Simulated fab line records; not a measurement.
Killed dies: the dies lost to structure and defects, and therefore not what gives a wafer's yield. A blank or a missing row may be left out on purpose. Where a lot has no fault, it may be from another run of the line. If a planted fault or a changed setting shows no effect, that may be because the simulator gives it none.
fab line records :: flow ritCmos
[record]
  lots = 11
  wafers = 33
  lastDay = 8
route steps=202 shown ACTIVE@8 PLDD@123 M1@193
lots untouched by any fault: they come from a run of this same line in which no faults occurred
startH: the number of hours between the record's first day and the start of the first shown wafer of the lot :: waitH: how many hours have passed since the lot's step before this one :: " as in the row above :: L1.1+2: several wafers, shown together as one row :: - no value, or no start was given :: * or withheld: withheld :: < > ~ a bound
route shown NAME@n: a module of which the file shows steps, and the number in the route of the first :: usual: mean and standard deviation over wafers with no fault :: same: alike in all rows :: chamber/n: place in a boat :: sites: readings site by site :: _std_site: their standard deviation :: _edge_site: the outer-site mean with the inner-site mean subtracted :: radiusMm: how far each site lies from the wafer's centre :: mask NAME#n: copy n :: behind: the tool/chamber that last shaped the wafer :: hold: reason for holding the lot/hours on hold/outcome of the hold :: device: the transistor (n, p or np) that didn't switch :: end of line: the route-end tests of the same wafers :: where a step has no rows: the recipe by itself :: killed: count of dies lost to structure and defects at first sort (not the wafer's yield) :: map: a wafer's dies, x killed, . not, _ none there
set.NAME: setting as actually run; set.NAME@STEP: the setting as run at that earlier step :: model.NAME: the simulator's own value behind a step, which no gauge read
route steps across a sampled set of lots; one table per step, one row per wafer
services: a tool's chamber out of use, with start hour (startH, from the record's first day; less than 0 if before it), hours out, and reason
[[steps]]
[step RIT_ACTIVE_SOFTBAKE_07]
[recipe]
  resist = NOVOLAK
  tempC = 90
  timeS = 60
[usual]
  heaterPowerTotalW = 34.56/0.05
  plateTempC = 89.99/0.13
lot.wafer: L878.1
tool: lithoTrack-03
chamber: 0
startH: 14.95
waitH: 0.1
heaterPowerTotalW: 34.48
plateTempC: 89.89

lot.wafer: L878.2
tool: lithoTrack-03
chamber: 0
startH: 14.95
waitH: 0.1
heaterPowerTotalW: 34.55
plateTempC: 90.05

lot.wafer: L878.4
tool: lithoTrack-03
chamber: 0
startH: 14.95
waitH: 0.1
heaterPowerTotalW: 34.52
plateTempC: 90.03

lot.wafer: L879.2
tool: lithoTrack-04
chamber: 0
startH: 21.49
waitH: 0.1
heaterPowerTotalW: 34.60
plateTempC: 89.97

lot.wafer: L879.4
tool: lithoTrack-04
chamber: 0
startH: 21.49
waitH: 0.1
heaterPowerTotalW: 34.51
plateTempC: 90.00

lot.wafer: L879.6
tool: lithoTrack-04
chamber: 0
startH: 21.49
waitH: 0.1
heaterPowerTotalW: 34.45
plateTempC: 89.93

lot.wafer: L882.2
tool: lithoTrack-04
chamber: 0
startH: 36.23
waitH: 0.1
heaterPowerTotalW: 34.50
plateTempC: 89.94

lot.wafer: L882.3
tool: lithoTrack-04
chamber: 0
startH: 36.23
waitH: 0.1
heaterPowerTotalW: 34.56
plateTempC: 89.86

lot.wafer: L882.6
tool: lithoTrack-04
chamber: 0
startH: 36.23
waitH: 0.1
heaterPowerTotalW: 34.61
plateTempC: 90.08

lot.wafer: L887.1
tool: lithoTrack-03
chamber: 0
startH: 61.94
waitH: 0.1
heaterPowerTotalW: 35.61
plateTempC: 92.15

lot.wafer: L887.3
tool: lithoTrack-03
chamber: 0
startH: 61.94
waitH: 0.1
heaterPowerTotalW: 35.58
plateTempC: 91.92

lot.wafer: L887.5
tool: lithoTrack-03
chamber: 0
startH: 61.94
waitH: 0.1
heaterPowerTotalW: 35.67
plateTempC: 92.24

lot.wafer: L889.2
tool: lithoTrack-03
chamber: 0
startH: 68.92
waitH: 0.1
heaterPowerTotalW: 35.63
plateTempC: 91.91

lot.wafer: L889.5
tool: lithoTrack-03
chamber: 0
startH: 68.92
waitH: 0.1
heaterPowerTotalW: 35.64
plateTempC: 92.04

lot.wafer: L889.6
tool: lithoTrack-03
chamber: 0
startH: 68.92
waitH: 0.1
heaterPowerTotalW: 35.51
plateTempC: 91.92

lot.wafer: L891.1
tool: lithoTrack-01
chamber: 0
startH: 79.24
waitH: 0.1
heaterPowerTotalW: 34.50
plateTempC: 89.97

lot.wafer: L891.2
tool: lithoTrack-01
chamber: 0
startH: 79.24
waitH: 0.1
heaterPowerTotalW: 34.59
plateTempC: 90.08

lot.wafer: L891.3
tool: lithoTrack-01
chamber: 0
startH: 79.24
waitH: 0.1
heaterPowerTotalW: 34.57
plateTempC: 90.13

lot.wafer: L895.1
tool: lithoTrack-04
chamber: 0
startH: 101.40
waitH: 0.1
heaterPowerTotalW: 34.62
plateTempC: 89.83

lot.wafer: L895.3
tool: lithoTrack-04
chamber: 0
startH: 101.40
waitH: 0.1
heaterPowerTotalW: 34.60
plateTempC: 90.00

lot.wafer: L895.6
tool: lithoTrack-04
chamber: 0
startH: 101.40
waitH: 0.1
heaterPowerTotalW: 34.58
plateTempC: 89.85

lot.wafer: L896.1
tool: lithoTrack-04
chamber: 0
startH: 104.78
waitH: 0.1
heaterPowerTotalW: 34.47
plateTempC: 89.90

lot.wafer: L896.2
tool: lithoTrack-04
chamber: 0
startH: 104.78
waitH: 0.1
heaterPowerTotalW: 34.55
plateTempC: 90.35

lot.wafer: L896.4
tool: lithoTrack-04
chamber: 0
startH: 104.78
waitH: 0.1
heaterPowerTotalW: 34.56
plateTempC: 90.13

lot.wafer: L897.1
tool: lithoTrack-01
chamber: 0
startH: 109.97
waitH: 0.1
heaterPowerTotalW: 34.60
plateTempC: 90.15

lot.wafer: L897.3
tool: lithoTrack-01
chamber: 0
startH: 109.97
waitH: 0.1
heaterPowerTotalW: 34.50
plateTempC: 90.06

lot.wafer: L897.4
tool: lithoTrack-01
chamber: 0
startH: 109.97
waitH: 0.1
heaterPowerTotalW: 34.57
plateTempC: 89.96

lot.wafer: L900.1
tool: lithoTrack-04
chamber: 0
startH: 128.23
waitH: 0.1
heaterPowerTotalW: 34.62
plateTempC: 89.95

lot.wafer: L900.4
tool: lithoTrack-04
chamber: 0
startH: 128.23
waitH: 0.1
heaterPowerTotalW: 34.57
plateTempC: 89.80

lot.wafer: L900.6
tool: lithoTrack-04
chamber: 0
startH: 128.23
waitH: 0.1
heaterPowerTotalW: 34.63
plateTempC: 89.81

lot.wafer: L901.1
tool: lithoTrack-01
chamber: 0
startH: 134.28
waitH: 0.1
heaterPowerTotalW: 34.65
plateTempC: 89.83

lot.wafer: L901.2
tool: lithoTrack-01
chamber: 0
startH: 134.28
waitH: 0.1
heaterPowerTotalW: 34.56
plateTempC: 90.00

lot.wafer: L901.5
tool: lithoTrack-01
chamber: 0
startH: 134.28
waitH: 0.1
heaterPowerTotalW: 34.64
plateTempC: 90.25
[step RIT_PLDD_STRIP_09]
[recipe]
  chemistry = O2
  timeS = 180
  resist = NOVOLAK
  platenTempC = withheld
  powerW = 500
  pressureMtorr = 4000
  o2FlowSccm = 4000
[usual]
  drypumpMotorCurrentA = 5.8/0.56
  rfReflPowerW = 6.2/1.3
lot.wafer: L878.1
tool: plasmaAsher-02
chamber: 1
startH: 51.06
waitH: 0.1
drypumpMotorCurrentA: 6.6
rfHoursCounterH: 42
rfReflPowerW: 4.6

lot.wafer: L878.2
tool: plasmaAsher-02
chamber: 0
startH: 51.06
waitH: 0.1
drypumpMotorCurrentA: 5.1
rfHoursCounterH: 42
rfReflPowerW: 8.7

lot.wafer: L878.4
tool: plasmaAsher-02
chamber: 0
startH: 51.06
waitH: 0.1
drypumpMotorCurrentA: 5.1
rfHoursCounterH: -
rfReflPowerW: 8.7

lot.wafer: L879.2
tool: plasmaAsher-02
chamber: 1
startH: 56.83
waitH: 0.1
drypumpMotorCurrentA: 6.5
rfHoursCounterH: 43
rfReflPowerW: 4.7

lot.wafer: L879.4
tool: plasmaAsher-02
chamber: 1
startH: 56.83
waitH: 0.1
drypumpMotorCurrentA: 6.5
rfHoursCounterH: -
rfReflPowerW: 4.7

lot.wafer: L879.6
tool: plasmaAsher-02
chamber: 0
startH: 56.83
waitH: 0.1
drypumpMotorCurrentA: 5.1
rfHoursCounterH: -
rfReflPowerW: 8.7

lot.wafer: L882.2
tool: plasmaAsher-03
chamber: 0
startH: 73.56
waitH: 0.1
drypumpMotorCurrentA: 6.2
rfHoursCounterH: 39
rfReflPowerW: 5.9

lot.wafer: L882.3
tool: plasmaAsher-03
chamber: 0
startH: 73.56
waitH: 0.1
drypumpMotorCurrentA: 6.3
rfHoursCounterH: -
rfReflPowerW: 5.8

lot.wafer: L882.6
tool: plasmaAsher-03
chamber: 0
startH: 73.56
waitH: 0.1
drypumpMotorCurrentA: 6.2
rfHoursCounterH: -
rfReflPowerW: 5.9

lot.wafer: L887.1
tool: plasmaAsher-02
chamber: 0
startH: 96.24
waitH: 0.1
drypumpMotorCurrentA: 5.1
rfHoursCounterH: 47
rfReflPowerW: 9.1

lot.wafer: L887.3
tool: plasmaAsher-02
chamber: 0
startH: 96.24
waitH: 0.1
drypumpMotorCurrentA: 5.1
rfHoursCounterH: -
rfReflPowerW: 9.2

lot.wafer: L887.5
tool: plasmaAsher-02
chamber: 0
startH: 96.24
waitH: 0.1
drypumpMotorCurrentA: 5.1
rfHoursCounterH: -
rfReflPowerW: 8.7

lot.wafer: L889.2
tool: plasmaAsher-02
chamber: 1
startH: 108.41
waitH: 0.1
drypumpMotorCurrentA: 6.6
rfHoursCounterH: 48
rfReflPowerW: 4.7

lot.wafer: L889.5
tool: plasmaAsher-02
chamber: 0
startH: 108.41
waitH: 0.1
drypumpMotorCurrentA: 5.1
rfHoursCounterH: -
rfReflPowerW: 8.7

lot.wafer: L889.6
tool: plasmaAsher-02
chamber: 1
startH: 108.41
waitH: 0.1
drypumpMotorCurrentA: 6.6
rfHoursCounterH: -
rfReflPowerW: 4.7

lot.wafer: L891.1
tool: plasmaAsher-01
chamber: 0
startH: 112.09
waitH: 0.1
drypumpMotorCurrentA: 5.1
rfHoursCounterH: 34
rfReflPowerW: 4.7

lot.wafer: L891.2
tool: plasmaAsher-01
chamber: 1
startH: 112.09
waitH: 0.1
drypumpMotorCurrentA: 5.7
rfHoursCounterH: 34
rfReflPowerW: 7.5

lot.wafer: L891.3
tool: plasmaAsher-01
chamber: 0
startH: 112.09
waitH: 0.1
drypumpMotorCurrentA: 5.1
rfHoursCounterH: -
rfReflPowerW: 4.8

lot.wafer: L895.1
tool: plasmaAsher-03
chamber: 1
startH: 144.49
waitH: 0.1
drypumpMotorCurrentA: 5.5
rfHoursCounterH: 46
rfReflPowerW: 5.8

lot.wafer: L895.3
tool: plasmaAsher-03
chamber: 0
startH: 144.49
waitH: 0.1
drypumpMotorCurrentA: 6.3
rfHoursCounterH: -
rfReflPowerW: 5.7

lot.wafer: L895.6
tool: plasmaAsher-03
chamber: 1
startH: 144.49
waitH: 0.1
drypumpMotorCurrentA: 5.5
rfHoursCounterH: -
rfReflPowerW: 5.9

lot.wafer: L896.1
tool: plasmaAsher-01
chamber: 0
startH: 150.71
waitH: 0.1
drypumpMotorCurrentA: 5.1
rfHoursCounterH: 37
rfReflPowerW: 5.0

lot.wafer: L896.2
tool: plasmaAsher-01
chamber: 1
startH: 150.71
waitH: 0.1
drypumpMotorCurrentA: 5.7
rfHoursCounterH: 37
rfReflPowerW: 7.3

lot.wafer: L896.4
tool: plasmaAsher-01
chamber: 1
startH: 150.71
waitH: 0.1
drypumpMotorCurrentA: 5.7
rfHoursCounterH: -
rfReflPowerW: 7.4

lot.wafer: L897.1
tool: plasmaAsher-02
chamber: 1
startH: 158.29
waitH: 0.1
drypumpMotorCurrentA: 6.6
rfHoursCounterH: 3
rfReflPowerW: 4.8

lot.wafer: L897.3
tool: plasmaAsher-02
chamber: 1
startH: 158.29
waitH: 0.1
drypumpMotorCurrentA: 6.6
rfHoursCounterH: -
rfReflPowerW: 4.7

lot.wafer: L897.4
tool: plasmaAsher-02
chamber: 0
startH: 158.29
waitH: 0.1
drypumpMotorCurrentA: 5.1
rfHoursCounterH: -
rfReflPowerW: 8.9

lot.wafer: L900.1
tool: plasmaAsher-03
chamber: 1
startH: 164.20
waitH: 0.1
drypumpMotorCurrentA: 5.5
rfHoursCounterH: 48
rfReflPowerW: 6.0

lot.wafer: L900.4
tool: plasmaAsher-03
chamber: 0
startH: 164.20
waitH: 0.1
drypumpMotorCurrentA: 6.3
rfHoursCounterH: -
rfReflPowerW: 6.2

lot.wafer: L900.6
tool: plasmaAsher-03
chamber: 0
startH: 164.20
waitH: 0.1
drypumpMotorCurrentA: 6.2
rfHoursCounterH: -
rfReflPowerW: 6.0

lot.wafer: L901.1
tool: plasmaAsher-02
chamber: 1
startH: 169.93
waitH: 0.1
drypumpMotorCurrentA: 6.6
rfHoursCounterH: 4
rfReflPowerW: 4.9

lot.wafer: L901.2
tool: plasmaAsher-02
chamber: 0
startH: 169.93
waitH: 0.1
drypumpMotorCurrentA: 5.1
rfHoursCounterH: 4
rfReflPowerW: 8.6

lot.wafer: L901.5
tool: plasmaAsher-02
chamber: 1
startH: 169.93
waitH: 0.1
drypumpMotorCurrentA: 6.6
rfHoursCounterH: -
rfReflPowerW: 4.7
[step RIT_M1_CD_MEAS_09]
[recipe]
  targetCdNm = 2600
[usual]
  cdNm = 2600.3/2.1
lot.wafer: L878.1
tool: cdSem-01
chamber: -
startH: 62.46
waitH: -
cdNm: 2601.0

lot.wafer: L878.2
tool: cdSem-01
chamber: -
startH: 62.46
waitH: -
cdNm: 2597.0

lot.wafer: L878.4
tool: cdSem-01
chamber: -
startH: 62.46
waitH: -
cdNm: 2599.5

lot.wafer: L879.2
tool: cdSem-02
chamber: -
startH: 67.81
waitH: -
cdNm: 2597.4

lot.wafer: L879.4
tool: cdSem-02
chamber: -
startH: 67.81
waitH: -
cdNm: 2599.2

lot.wafer: L879.6
tool: cdSem-02
chamber: -
startH: 67.81
waitH: -
cdNm: 2598.0

lot.wafer: L882.2
tool: cdSem-01
chamber: -
startH: 85.87
waitH: -
cdNm: 2601.4

lot.wafer: L882.3
tool: cdSem-01
chamber: -
startH: 85.87
waitH: -
cdNm: 2601.1

lot.wafer: L882.6
tool: cdSem-01
chamber: -
startH: 85.87
waitH: -
cdNm: 2602.8

lot.wafer: L887.1
tool: cdSem-02
chamber: -
startH: 109.56
waitH: -
cdNm: 2593.6

lot.wafer: L887.3
tool: cdSem-02
chamber: -
startH: 109.56
waitH: -
cdNm: 2596.9

lot.wafer: L887.5
tool: cdSem-02
chamber: -
startH: 109.56
waitH: -
cdNm: 2595.3

lot.wafer: L889.2
tool: cdSem-01
chamber: -
startH: 120.71
waitH: -
cdNm: 2603.0

lot.wafer: L889.5
tool: cdSem-01
chamber: -
startH: 120.71
waitH: -
cdNm: 2601.8

lot.wafer: L889.6
tool: cdSem-01
chamber: -
startH: 120.71
waitH: -
cdNm: 2602.4

lot.wafer: L891.1
tool: cdSem-02
chamber: -
startH: 123.66
waitH: -
cdNm: 2598.4

lot.wafer: L891.2
tool: cdSem-02
chamber: -
startH: 123.66
waitH: -
cdNm: 2599.3

lot.wafer: L891.3
tool: cdSem-02
chamber: -
startH: 123.66
waitH: -
cdNm: 2596.6

lot.wafer: L895.1
tool: cdSem-02
chamber: -
startH: 156.78
waitH: -
cdNm: 2600.5

lot.wafer: L895.3
tool: cdSem-02
chamber: -
startH: 156.78
waitH: -
cdNm: 2603.1

lot.wafer: L895.6
tool: cdSem-02
chamber: -
startH: 156.78
waitH: -
cdNm: 2603.2

lot.wafer: L896.1
tool: cdSem-02
chamber: -
startH: 162.49
waitH: -
cdNm: 2600.5

lot.wafer: L896.2
tool: cdSem-02
chamber: -
startH: 162.49
waitH: -
cdNm: 2600.3

lot.wafer: L896.4
tool: cdSem-02
chamber: -
startH: 162.49
waitH: -
cdNm: 2600.7

lot.wafer: L897.1
tool: cdSem-02
chamber: -
startH: 169.31
waitH: -
cdNm: 2599.7

lot.wafer: L897.3
tool: cdSem-02
chamber: -
startH: 169.31
waitH: -
cdNm: 2598.9

lot.wafer: L897.4
tool: cdSem-02
chamber: -
startH: 169.31
waitH: -
cdNm: 2600.4

lot.wafer: L900.1
tool: cdSem-01
chamber: -
startH: 176.57
waitH: -
cdNm: 2597.6

lot.wafer: L900.4
tool: cdSem-01
chamber: -
startH: 176.57
waitH: -
cdNm: 2599.2

lot.wafer: L900.6
tool: cdSem-01
chamber: -
startH: 176.57
waitH: -
cdNm: 2598.3

lot.wafer: L901.1
tool: cdSem-01
chamber: -
startH: 181.90
waitH: -
cdNm: 2600.2

lot.wafer: L901.2
tool: cdSem-01
chamber: -
startH: 181.90
waitH: -
cdNm: 2602.9

lot.wafer: L901.5
tool: cdSem-01
chamber: -
startH: 181.90
waitH: -
cdNm: 2600.7
[step RIT_M1_OVL_MEAS_10]
[usual]
  M1_OVL = 0.2/1.3
lot.wafer: L878.1
tool: overlay-02
chamber: -
startH: 62.58
waitH: 0.1
M1_OVL[nm]: 0.3

lot.wafer: L878.2
tool: overlay-02
chamber: -
startH: 62.58
waitH: 0.1
M1_OVL[nm]: 2.1

lot.wafer: L878.4
tool: overlay-02
chamber: -
startH: 62.58
waitH: 0.1
M1_OVL[nm]: 2.9

lot.wafer: L879.2
tool: overlay-02
chamber: -
startH: 67.92
waitH: 0.1
M1_OVL[nm]: 0.6

lot.wafer: L879.4
tool: overlay-02
chamber: -
startH: 67.92
waitH: 0.1
M1_OVL[nm]: -1.4

lot.wafer: L879.6
tool: overlay-02
chamber: -
startH: 67.92
waitH: 0.1
M1_OVL[nm]: 0.9

lot.wafer: L882.2
tool: overlay-02
chamber: -
startH: 85.98
waitH: 0.1
M1_OVL[nm]: -0.1

lot.wafer: L882.3
tool: overlay-02
chamber: -
startH: 85.98
waitH: 0.1
M1_OVL[nm]: 2.2

lot.wafer: L882.6
tool: overlay-02
chamber: -
startH: 85.98
waitH: 0.1
M1_OVL[nm]: 0.6

lot.wafer: L887.1
tool: overlay-02
chamber: -
startH: 109.68
waitH: 0.1
M1_OVL[nm]: -1.7

lot.wafer: L887.3
tool: overlay-02
chamber: -
startH: 109.68
waitH: 0.1
M1_OVL[nm]: 0.5

lot.wafer: L887.5
tool: overlay-02
chamber: -
startH: 109.68
waitH: 0.1
M1_OVL[nm]: 0.9

lot.wafer: L889.2
tool: overlay-02
chamber: -
startH: 120.81
waitH: 0.1
M1_OVL[nm]: -0.4

lot.wafer: L889.5
tool: overlay-02
chamber: -
startH: 120.81
waitH: 0.1
M1_OVL[nm]: 1.4

lot.wafer: L889.6
tool: overlay-02
chamber: -
startH: 120.81
waitH: 0.1
M1_OVL[nm]: 0.3

lot.wafer: L891.1
tool: overlay-01
chamber: -
startH: 123.78
waitH: 0.1
M1_OVL[nm]: -0.5

lot.wafer: L891.2
tool: overlay-01
chamber: -
startH: 123.78
waitH: 0.1
M1_OVL[nm]: 0.4

lot.wafer: L891.3
tool: overlay-01
chamber: -
startH: 123.78
waitH: 0.1
M1_OVL[nm]: -0.3

lot.wafer: L895.1
tool: overlay-02
chamber: -
startH: 156.90
waitH: 0.1
M1_OVL[nm]: 1.1

lot.wafer: L895.3
tool: overlay-02
chamber: -
startH: 156.90
waitH: 0.1
M1_OVL[nm]: 1.8

lot.wafer: L895.6
tool: overlay-02
chamber: -
startH: 156.90
waitH: 0.1
M1_OVL[nm]: 1.1

lot.wafer: L896.1
tool: overlay-02
chamber: -
startH: 162.61
waitH: 0.1
M1_OVL[nm]: 0.0

lot.wafer: L896.2
tool: overlay-02
chamber: -
startH: 162.61
waitH: 0.1
M1_OVL[nm]: -1.0

lot.wafer: L896.4
tool: overlay-02
chamber: -
startH: 162.61
waitH: 0.1
M1_OVL[nm]: -0.1

lot.wafer: L897.1
tool: overlay-01
chamber: -
startH: 169.43
waitH: 0.1
M1_OVL[nm]: -2.2

lot.wafer: L897.3
tool: overlay-01
chamber: -
startH: 169.43
waitH: 0.1
M1_OVL[nm]: 0.8

lot.wafer: L897.4
tool: overlay-01
chamber: -
startH: 169.43
waitH: 0.1
M1_OVL[nm]: 0.4

lot.wafer: L900.1
tool: overlay-01
chamber: -
startH: 176.69
waitH: 0.1
M1_OVL[nm]: -2.9

lot.wafer: L900.4
tool: overlay-01
chamber: -
startH: 176.69
waitH: 0.1
M1_OVL[nm]: -1.4

lot.wafer: L900.6
tool: overlay-01
chamber: -
startH: 176.69
waitH: 0.1
M1_OVL[nm]: -1.4

lot.wafer: L901.1
tool: overlay-01
chamber: -
startH: 182.02
waitH: 0.1
M1_OVL[nm]: -2.3

lot.wafer: L901.2
tool: overlay-01
chamber: -
startH: 182.02
waitH: 0.1
M1_OVL[nm]: -0.2

lot.wafer: L901.5
tool: overlay-01
chamber: -
startH: 182.02
waitH: 0.1
M1_OVL[nm]: 2.8
[step RIT_M1_PROBE_99]
[usual]
  killedAtContacts = 0.0/0.2
  killedAtFrontEnd = 7.0/2.8
  killedDies = 7.0/2.8
  killedOpen = 3.4/1.9
  killedShort = 3.6/2
[same]
  grossDies = 264
  killed_at_M0_to_M3 = 0
  killed_at_M4_up = 0
  killedAtBackSide = 0
  killedAtOther = 0
lot.wafer: L889.2
tool: prober-01
chamber: -
startH: 123.41
waitH: 0.1
killedAtContacts: 0
killedAtFrontEnd: 9
killedDies: 9
killedOpen: 2
killedShort: 7

lot.wafer: L889.5
tool: prober-01
chamber: -
startH: 123.56
waitH: 0.2
killedAtContacts: 0
killedAtFrontEnd: 8
killedDies: 8
killedOpen: 6
killedShort: 2

lot.wafer: L889.6
tool: prober-01
chamber: -
startH: 123.61
waitH: 0.2
killedAtContacts: 0
killedAtFrontEnd: 10
killedDies: 10
killedOpen: 5
killedShort: 5

lot.wafer: L897.1
tool: prober-01
chamber: -
startH: 171.97
waitH: 0.1
killedAtContacts: 0
killedAtFrontEnd: 7
killedDies: 7
killedOpen: 4
killedShort: 3

lot.wafer: L897.3
tool: prober-01
chamber: -
startH: 172.07
waitH: 0.2
killedAtContacts: 0
killedAtFrontEnd: 7
killedDies: 7
killedOpen: 5
killedShort: 2

lot.wafer: L897.4
tool: prober-01
chamber: -
startH: 172.12
waitH: 0.2
killedAtContacts: 0
killedAtFrontEnd: 5
killedDies: 5
killedOpen: 3
killedShort: 2
// killed by level:class
L889.2 REOX:geometricParticle:short=3 GATE:geometricParticle:short=2 REOX:geometricParticle:open=2 FOX1:geometricParticle:short=1 SILICIDE:geometricParticle:short=1
L889.5 GATE:geometricParticle:open=4 REOX:geometricParticle:open=2 FOX1:geometricParticle:short=1 GATE:geometricParticle:short=1
L889.6 FOX1:geometricParticle:short=2 GATE:geometricParticle:open=2 GATE:geometricParticle:short=2 FOX1:geometricParticle:open=1 REOX:geometricParticle:short=1 REOX:geometricParticle:open=1 SPACER:geometricParticle:open=1
L897.1 GATE:geometricParticle:open=3 REOX:geometricParticle:short=2 FOX1:geometricParticle:short=1 SPACER:geometricParticle:open=1
L897.3 GATE:geometricParticle:open=2 SILICIDE:geometricParticle:open=2 FOX2:geometricParticle:open=1 GATE:geometricParticle:short=1 REOX:geometricParticle:short=1
L897.4 SILICIDE:geometricParticle:open=2 GATE:geometricParticle:short=1 REOX:geometricParticle:short=1 REOX:geometricParticle:open=1
[[services]]
tool: plasmaAsher-02
chamber: -
startH: 108.75
hours: 9.0
kind: pm

tool: plasmaAsher-02
chamber: 0
startH: 108.75
hours: 11.4
kind: ventCycle

tool: plasmaAsher-02
chamber: 1
startH: 108.75
hours: 11.4
kind: ventCycle

tool: plasmaAsher-02
chamber: -
startH: 116.00
hours: 4.1
kind: repair

tool: plasmaAsher-02
chamber: 0
startH: 117.75
hours: -
kind: clean

tool: plasmaAsher-02
chamber: 1
startH: 117.75
hours: -
kind: clean

tool: plasmaAsher-01
chamber: -
startH: 132.24
hours: 3.4
kind: repair

tool: plasmaAsher-02
chamber: -
startH: 149.27
hours: 3.2
kind: repair
[[key]]
[firstSign]
  step = RIT_ACTIVE_SOFTBAKE_07
  reading = heaterPowerTotalW
  direction = up
  sigmas = 21
  usual = 34.56
  struck = 35.61
[effect]
  step = RIT_ACTIVE_SOFTBAKE_07
  reading = plateTempC
  direction = up
  sigmas = 16
  usual = *
  struck = *
metAt RIT_ACTIVE_SOFTBAKE_07
struckLots L887,L889
testerLeftOut L887,L889
notActingAt RIT_PLDD_STRIP_09,RIT_M1_CD_MEAS_09,RIT_M1_OVL_MEAS_10
onsetBetween 14.95 61.94
[fault]
  kind = processParameterDrift
  tool = lithoTrack-03
  chamber = -
  onsetH = 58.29
  steps = RIT_ACTIVE_SOFTBAKE_07
  channel = tempC
  offset = *
  shape = step
  endH = 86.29
  actsIn = *
  stated = *
// testerLeftOut: of these lots the tester's yield and bins aren't shown, on N5 and GAA mostly nor the transistor test; their killed dies are dies lost to structure and defects alone, not to doping, threshold or leakage, so they don't give the yield
